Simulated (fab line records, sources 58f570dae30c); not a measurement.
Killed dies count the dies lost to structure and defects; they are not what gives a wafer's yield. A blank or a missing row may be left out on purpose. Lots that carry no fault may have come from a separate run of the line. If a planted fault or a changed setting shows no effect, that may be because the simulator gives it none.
The tool behind it: which one? | flow berkeley_cmos170 | 72 wafers from 24 lots sampled at 6 of the route's 331 steps

== WHAT THE GAUGES READ, wafer by wafer ==
UCB170_GATE_CD_MEAS_12: the cd target is 350 nm. Usual: 350.1 nm for cd_nm, sd 1.4.
lot  | measured     | on        | cd_nm (nm)        | flag
L074 | day 6 04:58  | cd_sem-01 | 350.7 350.3 350.9 |
L075 | day 6 05:18  | cd_sem-01 | 349.3 348.5 348.2 |
L076 | day 6 05:14  | cd_sem-02 | 350.0 351.4 350.9 |
L077 | day 6 05:01  | cd_sem-02 | 349.0 349.8 349.3 |
L078 | day 6 14:58  | cd_sem-02 | 349.8 350.8 349.0 |
L079 | day 6 14:50  | cd_sem-02 | 352.0 351.8 352.3 |
L080 | day 7 03:28  | cd_sem-02 | 351.7 350.9 352.1 |
L081 | day 7 03:18  | cd_sem-02 | 348.7 349.5 349.4 |
L082 | day 7 21:29  | cd_sem-02 | 347.6 348.4 347.7 |
L083 | day 7 20:16  | cd_sem-02 | 350.5 349.9 349.4 |
L084 | day 7 21:08  | cd_sem-02 | 351.0 350.6 351.1 |
L086 | day 7 20:55  | cd_sem-02 | 348.8 349.5 348.8 |
L085 | day 7 21:01  | cd_sem-02 | 349.5 350.7 349.7 |
L087 | day 7 21:16  | cd_sem-02 | 351.0 353.4 351.0 |
L088 | day 8 19:25  | cd_sem-01 | 351.3 353.5 352.0 |
L089 | day 8 20:20  | cd_sem-02 | 352.4 349.7 350.3 |
L090 | day 8 20:10  | cd_sem-02 | 347.5 347.4 348.3 |
L091 | day 9 07:02  | cd_sem-02 | 350.7 351.1 350.3 |
L092 | day 9 23:36  | cd_sem-02 | 350.4 349.2 350.6 |
L093 | day 9 23:17  | cd_sem-01 | 347.0 346.8 348.0 |
L094 | day 10 10:07 | cd_sem-02 | 348.9 349.2 348.6 |
L096 | day 10 10:19 | cd_sem-02 | 350.7 348.2 349.9 |
L095 | day 10 20:11 | cd_sem-02 | 352.2 350.7 352.0 |
L097 | day 10 20:25 | cd_sem-02 | 349.9 350.3 349.2 |

UCB170_PLDD_OVL_MEAS_07. Usual: PLDD_OVL typically reads -5 nm, with standard deviation 5.6.
lot  | measured     | on         | PLDD_OVL (nm) | flag
L074 | day 6 07:41  | overlay-02 | 12 4 9        |
L075 | day 6 08:17  | overlay-01 | -5 4 -5       |
L076 | day 6 08:02  | overlay-01 | -11 -12 -7    |
L077 | day 6 07:48  | overlay-01 | -3 0 3        |
L078 | day 6 17:09  | overlay-01 | -3 1 -8       |
L079 | day 6 16:47  | overlay-01 | -1 -1 1       |
L080 | day 7 06:04  | overlay-02 | -1 -3 0       |
L081 | day 7 05:31  | overlay-01 | -3 -5 -10     |
L082 | day 8 00:44  | overlay-02 | -14 -10 -11   |
L083 | day 7 22:20  | overlay-01 | 2 2 -1        |
L084 | day 8 00:07  | overlay-02 | -4 -16 -13    |
L086 | day 7 23:23  | overlay-02 | -4 -7 0       |
L085 | day 7 23:31  | overlay-01 | -1 3 -3       |
L087 | day 7 23:55  | overlay-01 | -5 -1 -8      |
L088 | day 8 22:17  | overlay-02 | 4 -3 0        |
L089 | day 8 22:46  | overlay-01 | -12 -3 -5     |
L090 | day 8 22:39  | overlay-02 | -8 -11 -5     |
L091 | day 9 09:40  | overlay-02 | -6 -12 -10    |
L092 | day 10 01:19 | overlay-01 | -7 -1 -13     |
L093 | day 10 01:03 | overlay-02 | -6 1 -2       |
L094 | day 10 12:01 | overlay-01 | -7 -4 -9      |
L096 | day 10 12:31 | overlay-02 | -1 -9 5       |
L095 | day 10 22:32 | overlay-02 | -2 -5 -4      |
L097 | day 10 22:33 | overlay-01 | -21 -5 -4     |

UCB170_NLDD_OVL_MEAS_07. Usual: NLDD_OVL typically reads -2 nm, with standard deviation 7.5.
lot  | measured     | on         | NLDD_OVL (nm) | flag
L074 | day 6 10:15  | overlay-01 | 2 -6 3        |
L075 | day 6 11:08  | overlay-02 | -11 -6 -6     |
L076 | day 6 10:54  | overlay-02 | -8 -17 -10    |
L077 | day 6 10:22  | overlay-02 | 7 4 7         |
L078 | day 6 19:08  | overlay-02 | 2 2 7         |
L079 | day 6 18:52  | overlay-02 | 6 0 -9        |
L080 | day 7 09:19  | overlay-02 | -14 -14 -20   |
L081 | day 7 09:04  | overlay-01 | 4 3 12        |
L082 | day 8 02:25  | overlay-01 | -5 -2 -9      |
L083 | day 8 00:58  | overlay-02 | -7 -7 -7      |
L084 | day 8 02:10  | overlay-01 | -5 0 -3       |
L086 | day 8 01:27  | overlay-02 | -4 -2 -8      |
L085 | day 8 01:49  | overlay-01 | 3 10 4        |
L087 | day 8 02:03  | overlay-02 | -14 -9 -7     |
L088 | day 9 00:03  | overlay-02 | -5 -7 -4      |
L089 | day 9 00:41  | overlay-02 | 4 15 5        |
L090 | day 9 00:27  | overlay-01 | 0 -9 -5       |
L091 | day 9 11:44  | overlay-01 | 1 -4 2        |
L092 | day 10 03:10 | overlay-01 | 11 14 15      |
L093 | day 10 02:53 | overlay-01 | -11 -8 -2     |
L094 | day 10 15:47 | overlay-02 | -3 -2 2       |
L096 | day 10 16:05 | overlay-02 | 9 3 5         |
L095 | day 11 01:01 | overlay-02 | -1 1 -9       |
L097 | day 11 01:10 | overlay-01 | 5 1 -3        |

UCB170_M2_CD_MEAS_15: the cd target is 700 nm. Usual: 700.2 nm for cd_nm, sd 1.5.
lot  | measured     | on        | cd_nm (nm)        | flag
L074 | day 7 11:39  | cd_sem-02 | 699.7 700.8 701.8 |
L075 | day 7 13:12  | cd_sem-02 | 697.9 697.8 698.5 |
L076 | day 7 12:45  | cd_sem-02 | 700.4 700.6 702.1 |
L077 | day 7 13:19  | cd_sem-02 | 701.3 700.9 700.8 |
L078 | day 8 00:45  | cd_sem-01 | 697.4 697.9 698.0 |
L079 | day 8 00:29  | cd_sem-01 | 699.9 699.6 700.6 |
L080 | day 8 19:05  | cd_sem-02 | 699.9 699.4 698.9 |
L081 | day 8 11:23  | cd_sem-02 | 700.6 701.3 701.6 |
L082 | day 9 05:57  | cd_sem-02 | 701.4 701.8 700.9 |
L083 | day 9 05:39  | cd_sem-02 | 701.6 704.4 701.1 |
L084 | day 9 06:05  | cd_sem-02 | 701.1 701.8 702.3 |
L086 | day 9 04:40  | cd_sem-01 | 700.8 700.8 700.1 |
L085 | day 9 05:22  | cd_sem-01 | 698.6 700.0 699.4 |
L087 | day 9 06:29  | cd_sem-01 | 699.5 700.3 699.0 |
L088 | day 10 02:02 | cd_sem-01 | 702.7 701.4 701.3 |
L089 | day 10 02:48 | cd_sem-01 | 699.9 698.2 699.0 |
L090 | day 10 02:33 | cd_sem-02 | 698.6 698.7 696.8 |
L091 | day 10 12:47 | cd_sem-01 | 701.6 701.5 701.3 |
L092 | day 11 10:44 | cd_sem-02 | 699.4 697.6 699.8 |
L093 | day 11 10:58 | cd_sem-02 | 696.6 696.8 698.1 |
L094 | day 12 02:40 | cd_sem-02 | 701.3 700.2 701.4 |
L096 | day 12 02:33 | cd_sem-02 | 700.2 701.1 699.8 |
L095 | day 12 13:52 | cd_sem-01 | 700.3 702.9 701.6 |
L097 | day 12 06:23 | cd_sem-02 | 698.9 701.0 699.6 |

UCB170_M2_OVL_MEAS_16. Usual: M2_OVL typically reads 0 nm, with standard deviation 4.4.
lot  | measured     | on         | M2_OVL (nm) | flag
L074 | day 7 11:46  | overlay-01 | 1 -1 -3     |
L075 | day 7 13:19  | overlay-01 | -11 -8 -4   |
L076 | day 7 12:52  | overlay-01 | 7 2 -2      |
L077 | day 7 13:26  | overlay-01 | 0 1 -1      |
L078 | day 8 00:51  | overlay-01 | -1 3 0      |
L079 | day 8 00:37  | overlay-01 | -2 0 -1     |
L080 | day 8 19:12  | overlay-01 | -2 -1 3     |
L081 | day 8 11:30  | overlay-02 | -5 0 5      |
L082 | day 9 06:04  | overlay-01 | 2 0 1       |
L083 | day 9 05:46  | overlay-01 | -1 4 -11    |
L084 | day 9 06:13  | overlay-01 | 8 -1 3      |
L086 | day 9 04:46  | overlay-01 | 1 -4 -3     |
L085 | day 9 05:29  | overlay-01 | -6 -8 -1    |
L087 | day 9 06:36  | overlay-01 | -7 -5 -1    |
L088 | day 10 02:09 | overlay-01 | -5 -7 2     |
L089 | day 10 02:55 | overlay-02 | 5 2 1       |
L090 | day 10 02:38 | overlay-02 | -11 -10 0   |
L091 | day 10 12:55 | overlay-01 | 2 0 3       |
L092 | day 11 10:49 | overlay-02 | -3 -1 -2    |
L093 | day 11 11:04 | overlay-02 | 1 0 6       |
L094 | day 12 02:47 | overlay-01 | 10 9 8      |
L096 | day 12 02:40 | overlay-01 | -2 6 4      |
L095 | day 12 13:59 | overlay-02 | -4 -1 2     |
L097 | day 12 06:31 | overlay-02 | 0 1 2       |

== WHAT TOOL EACH LOT RAN ON (gives the tool, then ch and the chambers of the sampled wafers, and finally the start) ==
lot  | UCB170_NWELL_STRIP_15
L074 | plasma_asher-02 ch 0,1, day 2 13:52
L075 | plasma_asher-03 ch 0,1, day 2 17:26
L076 | plasma_asher-04 ch 0,1, day 2 17:43
L077 | plasma_asher-03 ch 0,1, day 2 22:11
L078 | plasma_asher-04 ch 0,1, day 3 06:39
L079 | plasma_asher-04 ch 0,1, day 3 09:07
L080 | plasma_asher-04 ch 0,1, day 3 16:20
L081 | plasma_asher-02 ch 0,1, day 3 16:37
L082 | plasma_asher-03 ch 0,1, day 4 03:05
L083 | plasma_asher-04 ch 0,1, day 4 03:18
L084 | plasma_asher-04 ch 0,1, day 4 11:05
L086 | plasma_asher-03 ch 1, day 4 15:52
L085 | plasma_asher-02 ch 0,1, day 4 15:58
L087 | plasma_asher-02 ch 0,1, day 4 20:17
L088 | plasma_asher-02 ch 1, day 5 06:47
L089 | plasma_asher-02 ch 0,1, day 5 07:31
L090 | plasma_asher-03 ch 0,1, day 5 12:23
L091 | plasma_asher-03 ch 0,1, day 5 19:01
L092 | plasma_asher-03 ch 0,1, day 6 02:42
L093 | plasma_asher-03 ch 0,1, day 6 02:56
L094 | plasma_asher-04 ch 0,1, day 6 07:01
L096 | plasma_asher-04 ch 0,1, day 6 20:26
L095 | plasma_asher-03 ch 0,1, day 6 20:33
L097 | plasma_asher-04 ch 0,1, day 6 23:20
- UCB170_NWELL_STRIP_15: strips in O2.

== AS READ BY THE TOOLS THEMSELVES (means over the sampled wafers that have a number; for cases with no such wafer, the mark the record gives instead) ==
UCB170_NWELL_STRIP_15. Usual: drypump_motor_current_A 5.95 A, standard deviation 0.17; oes_product_au 0.721 a.u., standard deviation 0.0041; strip_time_to_endpoint_s 18.12 s, standard deviation 0.071.
lot  | tool            | drypump_motor_current_A (A) | oes_product_au (a.u.) | strip_time_to_endpoint_s (s) | flag
L074 | plasma_asher-02 | 5.97                        | 0.719                 | 18.02                        |
L075 | plasma_asher-03 | 5.93                        | 0.723                 | 18.10                        |
L076 | plasma_asher-04 | 6.07                        | 0.723                 | 18.09                        |
L077 | plasma_asher-03 | 5.81                        | 0.717                 | 18.08                        |
L078 | plasma_asher-04 | 6.07                        | 0.721                 | 18.11                        |
L079 | plasma_asher-04 | 6.06                        | 0.713                 | 18.20                        |
L080 | plasma_asher-04 | 5.96                        | 0.725                 | 18.13                        |
L081 | plasma_asher-02 | 6.02                        | 0.726                 | 18.19                        |
L082 | plasma_asher-03 | 5.81                        | 0.722                 | 18.07                        |
L083 | plasma_asher-04 | 6.08                        | 0.720                 | 18.17                        |
L084 | plasma_asher-04 | 6.10                        | 0.720                 | 18.09                        |
L086 | plasma_asher-03 | 5.71                        | 0.720                 | 18.17                        |
L085 | plasma_asher-02 | 5.98                        | 0.718                 | 18.07                        |
L087 | plasma_asher-02 | 6.03                        | 0.720                 | 18.15                        |
L088 | plasma_asher-02 | 6.08                        | 0.720                 | 18.12                        |
L089 | plasma_asher-02 | 6.02                        | 0.719                 | 18.28                        |
L090 | plasma_asher-03 | 5.83                        | 0.723                 | 18.15                        |
L091 | plasma_asher-03 | 5.93                        | 0.724                 | 18.17                        |
L092 | plasma_asher-03 | 5.92                        | 0.723                 | 18.14                        |
L093 | plasma_asher-03 | 5.82                        | 0.721                 | 18.09                        |
L094 | plasma_asher-04 | 6.07                        | 0.724                 | 18.11                        |
L096 | plasma_asher-04 | 6.07                        | 0.722                 | 18.04                        |
L095 | plasma_asher-03 | 5.91                        | 0.722                 | 18.06                        |
L097 | plasma_asher-04 | 6.09                        | 0.718                 | 18.05                        |

== THE ANSWER, worked out from the rows above alone ==
Rule: lot off if the mean of its wafers having a number is beyond 3 standard deviations from the usual mean. Also off: a lot with no number at a reading for which 4 or more lots have one. All remaining lots with rows at the step are treated as sound. The gauges are gone through in route order, then the tools' own readings, and for those a lot's mean is taken as printed above. The first step at which some lot is off is used, and at that step the reading that is off furthest; a lot without a number counts as furthest.
No lot is off at any reading shown: from this, nothing can be told.

== WHAT HAD BEEN PUT IN BY THE SIMULATOR ==
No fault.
